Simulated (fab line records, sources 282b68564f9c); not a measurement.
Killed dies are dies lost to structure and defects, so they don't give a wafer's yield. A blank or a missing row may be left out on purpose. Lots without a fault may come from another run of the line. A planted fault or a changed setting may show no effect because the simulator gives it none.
fab line records | flow rit_cmos
record lots=7 wafers=21 last_day=7
route steps=202 shown PWELL@46 WELLDRIVE@50 NWELL@51 NRETRO@53 PRETRO@64 M1@202
lots that met no fault: from a run of the same line without faults
start_h: hours from the record's first day to the start of the lot's first wafer shown | wait_h: hours since the lot's step before | " the same as in the row above | L1.1+2: a row that stands for several wafers | - no value, or no start given | * or withheld: withheld | < > ~ a bound
route shown NAME@n: a module of which the file shows steps, and the number in the route of the first | usual: mean/standard deviation of fault-free wafers | same: alike in all rows | chamber/n: place in a boat | sites: the reading at each site | _std_site: their standard deviation | _edge_site: outer sites' mean less inner sites' | radius_mm: how far each site lies from the wafer's centre | mask NAME#n: copy n | behind: the tool/chamber that last shaped the wafer | hold: why the lot was held/for how many hours/how that ended | device: the transistor (n, p or np) that didn't switch | end of line: the same wafers' tests at the end of the route | a step without rows: its recipe alone | killed: dies lost to structure and defects at the first sort, not the wafer's yield | map: a wafer's dies, x killed, . not, _ none there
set.NAME: the setting as run; set.NAME@STEP: as run at that earlier step | model.NAME: the simulator's own value behind a step, which no gauge read
lots at some steps of the route; a table a step, a row a wafer
services: from which hour (start_h, from the record's first day; less than 0 if before it) a tool's chamber was out of use, for how many hours, and why
## steps
# step RIT_PWELL_HARDBAKE_07
# recipe resist=NOVOLAK temp_c=140 time_s=120
# step RIT_PWELL_IMPLANT_08
# recipe species=B energy_kev=170 dose_cm2=7e+13 tilt_deg=7
# step RIT_PWELL_STRIP_09
# recipe chemistry=O2 time_s=180 resist=NOVOLAK platen_temp_c=withheld power_w=500 pressure_mtorr=4000 o2_flow_sccm=4000
# usual drypump_motor_current_A=5.7/0.35
# columns lot.wafer tool chamber start_h wait_h drypump_motor_current_A rf_hours_counter_h
L440.1 plasma_asher-03 0 33.31 0.1 5.6 37
L440.3 " 0 " " 5.5 -
L440.4 " 1 " " 6.0 -
L445.1 plasma_asher-02 0 55.26 0.1 5.2 42
L445.4 " 0 " " 5.2 -
L445.6 " 1 " " 6.0 -
L446.3 plasma_asher-04 0 58.69 0.1 5.5 -
L446.4 " 1 " " 6.1 -
L446.6 " 1 " " 6.1 -
L450.1 plasma_asher-03 0 78.70 0.1 5.5 42
L450.3 " 0 " " 5.5 -
L450.5 " 0 " " 5.6 -
L458.1 plasma_asher-02 1 120.04 0.1 6.0 49
L458.3 " 1 " " 6.0 -
L458.5 " 0 " " 5.2 -
L460.1 plasma_asher-03 1 128.31 0.1 6.0 48
L460.4 " 1 " " 6.0 -
L460.5 " 0 " " 5.6 -
L462.2 plasma_asher-02 1 139.00 0.1 6.0 51
L462.5 " 0 " " 5.2 -
L462.6 " 1 " " 6.0 -
# step RIT_PWELL_TW_MEAS_10
# usual PWELL_TW=952/5.4
# columns lot.wafer tool chamber start_h wait_h PWELL_TW
L440.1 film_metro-01 - 33.48 0.1 944
L440.3 " - " " 948
L440.4 " - " " 951
L445.1 film_metro-04 - 55.44 0.1 952
L445.4 " - " " 957
L445.6 " - " " 955
L446.3 film_metro-02 - 58.83 0.1 956
L446.4 " - " " 949
L446.6 " - " " 958
L450.1 film_metro-04 - 78.87 0.1 957
L450.3 " - " " 959
L450.5 " - " " 960
L458.1 film_metro-02 - 120.22 0.1 959
L458.3 " - " " 958
L458.5 " - " " 965
L460.1 film_metro-01 - 128.48 0.1 951
L460.4 " - " " 948
L460.5 " - " " 944
L462.2 film_metro-02 - 139.19 0.1 957
L462.5 " - " " 953
L462.6 " - " " 963
# step RIT_WELLDRIVE_ANNEAL_00
# recipe temp_c=1100 time_s=14700 ambient=N2
# step RIT_WELLDRIVE_RS_MEAS_01
# recipe thk_meas_gauge=four-point-probe
# usual NWELL_RS=275.2/0.63
# columns lot.wafer tool chamber start_h wait_h NWELL_RS[ohm/sq]
L440.1 film_metro-04 - 38.63 0.0 276.5
L440.3 " - " " 274.9
L440.4 " - " " 275.5
L445.1 film_metro-01 - 62.28 0.0 274.7
L445.4 " - " " 275.2
L445.6 " - " " 275.8
L446.3 film_metro-01 - 64.19 0.0 275.2
L446.4 " - " " 275.5
L446.6 " - " " 274.6
L450.1 film_metro-02 - 84.88 0.0 275.1
L450.3 " - " " 274.6
L450.5 " - " " 275.1
L458.1 film_metro-04 - 126.23 0.0 274.6
L458.3 " - " " 275.3
L458.5 " - " " 275.5
L460.1 film_metro-04 - 133.63 0.0 274.9
L460.4 " - " " 275.4
L460.5 " - " " 274.6
L462.2 film_metro-04 - 145.82 0.0 275.8
L462.5 " - " " 275.6
L462.6 " - " " 274.7
# step RIT_WELLDRIVE_RS_MEAS_02
# recipe thk_meas_gauge=four-point-probe
# usual PWELL_RS=429.2/1.5
# columns lot.wafer tool chamber start_h wait_h PWELL_RS[ohm/sq]
L440.1 film_metro-04 - 38.75 0.1 425.7
L440.3 " - " " 427.7
L440.4 " - " " 426.2
L445.1 film_metro-01 - 62.40 0.1 430.6
L445.4 " - " " 430.1
L445.6 " - " " 430.6
L446.3 film_metro-01 - 64.31 0.1 431.3
L446.4 " - " " 431.6
L446.6 " - " " 431.1
L450.1 film_metro-02 - 85.00 0.1 426.2
L450.3 " - " " 427.5
L450.5 " - " " 427.7
L458.1 film_metro-04 - 126.35 0.1 429.3
L458.3 " - " " 429.0
L458.5 " - " " 428.8
L460.1 film_metro-04 - 133.75 0.1 427.7
L460.4 " - " " 428.6
L460.5 " - " " 429.8
L462.2 film_metro-04 - 145.94 0.1 428.3
L462.5 " - " " 430.1
L462.6 " - " " 431.3
# step RIT_NRETRO_HMDS_00
# recipe prime_time_s=60 prime_temp_c=140
# step RIT_NRETRO_COAT_01
# recipe resist=NOVOLAK spin_rpm=2000 resist_thk_nm=1300
# step RIT_NRETRO_SOFTBAKE_02
# recipe resist=NOVOLAK temp_c=90 time_s=60
# step RIT_NRETRO_EXPOSE_03
# recipe mask_id=M4 na=0.57 target_cd_nm=43900 dose_mj=250
# step RIT_NRETRO_PEB_04
# recipe resist=NOVOLAK temp_c=withheld time_s=withheld
# step RIT_NRETRO_DEVELOP_05
# recipe resist=NOVOLAK develop_time_s=68 dev_temp_c=23
# columns lot.wafer tool chamber start_h wait_h
L440.1+3+4 litho_track-02 0 39 -
L445.1+4+6 litho_track-02 0 63 -
L446.3+4+6 litho_track-02 0 65 -
L450.1+3+5 litho_track-02 0 85 -
L458.1+3+5 litho_track-01 0 127 -
L460.1+4+5 litho_track-04 0 134 -
L462.2+5+6 litho_track-01 0 146 -
# step RIT_NRETRO_OVL_MEAS_06
# usual NRETRO_OVL=-0.4/1.5
# columns lot.wafer tool chamber start_h wait_h NRETRO_OVL[nm]
L440.1 overlay-01 - 39.87 - 1.6
L440.3 " - " " -2.3
L440.4 " - " " 0.6
L445.1 overlay-02 - 63.52 - -1.1
L445.4 " - " " -0.2
L445.6 " - " " 1.2
L446.3 overlay-02 - 65.69 - 0.8
L446.4 " - " " -0.2
L446.6 " - " " 0.4
L450.1 overlay-02 - 86.00 - -2.5
L450.3 " - " " -2.4
L450.5 " - " " -0.8
L458.1 overlay-01 - 127.48 - -0.9
L458.3 " - " " -2.4
L458.5 " - " " -0.8
L460.1 overlay-01 - 134.87 - -0.1
L460.4 " - " " 0.8
L460.5 " - " " 0.3
L462.2 overlay-02 - 147.05 - -0.1
L462.5 " - " " 0.3
L462.6 " - " " -1.6
# step RIT_NRETRO_HARDBAKE_07
# recipe resist=NOVOLAK temp_c=140 time_s=120
# step RIT_NRETRO_IMPLANT_08
# recipe species=P energy_kev=70 dose_cm2=1e+13 tilt_deg=7
# step RIT_NRETRO_STRIP_09
# recipe chemistry=O2 time_s=180 resist=NOVOLAK platen_temp_c=withheld power_w=500 pressure_mtorr=4000 o2_flow_sccm=4000
# usual drypump_motor_current_A=5.7/0.32
# columns lot.wafer tool chamber start_h wait_h drypump_motor_current_A rf_hours_counter_h
L440.1 plasma_asher-02 0 40.31 0.1 5.2 40
L440.3 " 1 " " 6.0 -
L440.4 " 0 " " 5.1 -
L445.1 plasma_asher-04 0 63.96 0.1 5.5 27
L445.4 " 0 " " 5.5 -
L445.6 " 1 " " 6.1 -
L446.3 plasma_asher-04 1 66.21 0.1 6.1 -
L446.4 " 0 " " 5.5 -
L446.6 " 1 " " 6.1 -
L450.1 plasma_asher-01 0 86.44 0.1 5.3 46
L450.3 " 1 " " 5.5 -
L450.5 " 0 " " 5.3 -
L458.1 plasma_asher-01 0 127.92 0.1 5.3 1
L458.3 " 1 " " 5.5 -
L458.5 " 1 " " 5.5 -
L460.1 plasma_asher-04 1 135.31 0.1 6.1 35
L460.4 " 1 " " 6.1 -
L460.5 " 0 " " 5.6 -
L462.2 plasma_asher-04 1 147.48 0.1 6.1 37
L462.5 " 1 " " 6.1 -
L462.6 " 0 " " 5.6 -
# step RIT_NRETRO_TW_MEAS_10
# usual NRETRO_TW=1059/4.3
# columns lot.wafer tool chamber start_h wait_h NRETRO_TW
L440.1 film_metro-03 - 40.48 0.1 1056
L440.3 " - " " 1053
L440.4 " - " " 1056
L445.1 film_metro-03 - 64.13 0.1 232
L445.4 " - " " 226
L445.6 " - " " 229
L446.3 film_metro-04 - 66.35 0.1 227
L446.4 " - " " 228
L446.6 " - " " 229
L450.1 film_metro-04 - 86.61 0.1 231
L450.3 " - " " 224
L450.5 " - " " 224
L458.1 film_metro-04 - 128.09 0.1 1059
L458.3 " - " " 1062
L458.5 " - " " 1060
L460.1 film_metro-04 - 135.48 0.1 1063
L460.4 " - " " 1060
L460.5 " - " " 1056
L462.2 film_metro-04 - 147.67 0.1 1058
L462.5 " - " " 1058
L462.6 " - " " 1059
# step RIT_PRETRO_HMDS_00
# recipe prime_time_s=60 prime_temp_c=140
# step RIT_M1_PROBE_99
# usual killed_at_contacts=0.1/0.27 killed_at_front_end=7/3.1 killed_dies=7/3.1 killed_on_rim=1.8/1.5 killed_open=3.3/2.1 killed_short=3.5/2
# same gross_dies=264 killed_at_M0_to_M3=0 killed_at_M4_up=0 killed_at_back_side=0 killed_at_other=0
# columns lot.wafer tool chamber start_h wait_h killed_at_contacts killed_at_front_end killed_dies killed_on_rim killed_open killed_short
L440.1 prober-01 - 70.85 0.1 0 6 6 2 1 5
L440.3 prober-01 - 70.95 0.2 0 9 9 4 4 5
L440.4 prober-01 - 71.00 0.2 0 0 0 0 0 0
L445.1 prober-02 - 92.44 0.1 0 264 264 70 7 3
L445.4 prober-02 - 92.59 0.2 0 264 264 70 2 4
L445.6 prober-02 - 92.69 0.2 1 263 264 70 8 4
L446.3 prober-01 - 97.52 0.2 0 264 264 70 3 6
L446.4 prober-01 - 97.57 0.2 0 264 264 70 6 9
L446.6 prober-01 - 97.67 0.2 0 264 264 70 10 3
L450.1 prober-01 - 119.18 0.1 0 264 264 70 8 3
L450.3 prober-01 - 119.28 0.2 0 264 264 70 6 6
L450.5 prober-01 - 119.38 0.2 0 264 264 70 2 2
L458.1 prober-01 - 159.09 0.1 0 7 7 1 2 5
L458.3 prober-01 - 159.19 0.2 0 8 8 2 3 5
L458.5 prober-01 - 159.29 0.2 0 9 9 5 3 6
# killed by level:class
L440.1 FOX1:geometric_particle:short=2 GATE:geometric_particle:short=2 GATE:geometric_particle:open=1 REOX:geometric_particle:short=1
L440.3 FOX1:geometric_particle:short=2 FOX1:geometric_particle:open=2 REOX:geometric_particle:short=2 FOX2:geometric_particle:open=1 GATE:geometric_particle:short=1 GATE:geometric_particle:open=1
L445.1 NRETRO:area_develop=253 FOX1:geometric_particle:open=3 GATE:geometric_particle:open=3 GATE:geometric_particle:short=2 SILICIDE:geometric_particle:short=1 SILICIDE:geometric_particle:open=1 NWELL:coat_microbubble_printed=1
L445.4 NRETRO:area_develop=258 GATE:geometric_particle:short=2 FOX1:geometric_particle:short=1 FOX2:geometric_particle:open=1 GATE:geometric_particle:open=1 SPACER:geometric_particle:short=1
L445.6 NRETRO:area_develop=252 GATE:geometric_particle:open=3 FOX2:geometric_particle:open=2 SPACER:geometric_particle:short=2 FOX2:geometric_particle:short=1 GATE:geometric_particle:short=1 REOX:geometric_particle:open=1 SILICIDE:geometric_particle:open=1
L446.3 NRETRO:area_develop=255 SPACER:geometric_particle:short=2 SILICIDE:geometric_particle:short=2 ACTIVE:geometric_particle:short=1 FOX1:geometric_particle:open=1 GATE:geometric_particle:open=1 REOX:geometric_particle:short=1 SILICIDE:geometric_particle:open=1
L446.4 NRETRO:area_develop=249 GATE:geometric_particle:short=3 GATE:geometric_particle:open=2 REOX:geometric_particle:short=2 SILICIDE:geometric_particle:open=2 SILICIDE:geometric_particle:short=2 FOX1:geometric_particle:short=1 REOX:geometric_particle:open=1
L446.6 NRETRO:area_develop=251 SILICIDE:geometric_particle:open=4 FOX1:geometric_particle:open=2 GATE:geometric_particle:open=2 SPACER:geometric_particle:open=2 FOX2:geometric_particle:short=1 GATE:geometric_particle:short=1 REOX:geometric_particle:short=1
L450.1 NRETRO:area_develop=253 FOX1:geometric_particle:open=5 GATE:geometric_particle:open=2 REOX:geometric_particle:short=2 FOX1:geometric_particle:short=1 SILICIDE:geometric_particle:open=1
L450.3 NRETRO:area_develop=252 FOX1:geometric_particle:short=2 FOX1:geometric_particle:open=2 GATE:geometric_particle:short=2 FOX2:geometric_particle:short=1 FOX2:geometric_particle:open=1 GATE:geometric_particle:open=1 REOX:geometric_particle:open=1
L450.5 NRETRO:area_develop=260 GATE:geometric_particle:short=1 GATE:geometric_particle:open=1 REOX:geometric_particle:open=1 SILICIDE:geometric_particle:short=1
L458.1 FOX1:geometric_particle:short=2 FOX2:geometric_particle:short=1 GATE:geometric_particle:short=1 REOX:geometric_particle:open=1 SILICIDE:geometric_particle:open=1 SILICIDE:geometric_particle:short=1
L458.3 REOX:geometric_particle:short=2 SPACER:geometric_particle:open=2 FOX1:geometric_particle:short=1 GATE:geometric_particle:short=1 REOX:geometric_particle:open=1 SILICIDE:geometric_particle:short=1
L458.5 FOX1:geometric_particle:short=2 FOX2:geometric_particle:open=2 GATE:geometric_particle:short=2 GATE:geometric_particle:open=1 REOX:geometric_particle:short=1 SILICIDE:geometric_particle:short=1
# map L445.1 (x killed, . not)
________xxxxxxx_______
_____xxxxxxxxxxxxx____
____xxxxxxxxxxxxxxx___
___xxxxxxxxxxxxxxxxx__
__xxxxxxxxxxxxxxxxxxx_
__xxxxxxxxxxxxxxxxxxx_
_xxxxxxxxxxxxxxxxxxxxx
_xxxxxxxxxxxxxxxxxxxxx
_xxxxxxxxxxxxxxxxxxxxx
_xxxxxxxxxxxxxxxxxxxxx
__xxxxxxxxxxxxxxxxxxx_
__xxxxxxxxxxxxxxxxxxx_
___xxxxxxxxxxxxxxxxx__
____xxxxxxxxxxxxxxx___
_____xxxxxxxxxxxxx____
________xxxxxxx_______
# map L446.3 (x killed, . not)
________xxxxxxx_______
_____xxxxxxxxxxxxx____
____xxxxxxxxxxxxxxx___
___xxxxxxxxxxxxxxxxx__
__xxxxxxxxxxxxxxxxxxx_
__xxxxxxxxxxxxxxxxxxx_
_xxxxxxxxxxxxxxxxxxxxx
_xxxxxxxxxxxxxxxxxxxxx
_xxxxxxxxxxxxxxxxxxxxx
_xxxxxxxxxxxxxxxxxxxxx
__xxxxxxxxxxxxxxxxxxx_
__xxxxxxxxxxxxxxxxxxx_
___xxxxxxxxxxxxxxxxx__
____xxxxxxxxxxxxxxx___
_____xxxxxxxxxxxxx____
________xxxxxxx_______
## services
# columns tool chamber start_h hours kind
plasma_asher-01 - 103.58 5.6 repair
plasma_asher-01 - 109.20 9.0 pm
plasma_asher-01 0 109.20 9.0 vent_cycle
plasma_asher-01 1 109.20 9.0 vent_cycle
plasma_asher-01 0 118.20 - clean
plasma_asher-01 1 118.20 - clean
plasma_asher-02 - 128.81 0.6 repair
plasma_asher-03 - 131.59 4.5 repair
## key
first_sign step=RIT_NRETRO_TW_MEAS_10 reading=NRETRO_TW direction=down sigmas=99+ usual=1059 struck=228
effect step=RIT_M1_PROBE_99 reading=killed_dies direction=up sigmas=83 usual=7 struck=264
more_kills_born_at RIT_NRETRO_DEVELOP_05@litho_track-02=2283
met_at RIT_NRETRO_DEVELOP_05
struck_wafers L445.1,L445.4,L445.6,L446.3,L446.4,L446.6,L450.1,L450.3,L450.5
tester_left_out L445,L446,L450
onset_between 39 63
fault kind=process_parameter_drift tool=litho_track-02 chamber=- onset_h=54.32 steps=RIT_NRETRO_DEVELOP_05 channel=develop_time_s offset=* shape=step end_h=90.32 acts_in=* stated=*
# tester_left_out: of these lots the tester's yield and bins aren't shown, on N5 and GAA mostly nor the transistor test; their killed dies are dies lost to structure and defects alone, not to doping, threshold or leakage, so they don't give the yield
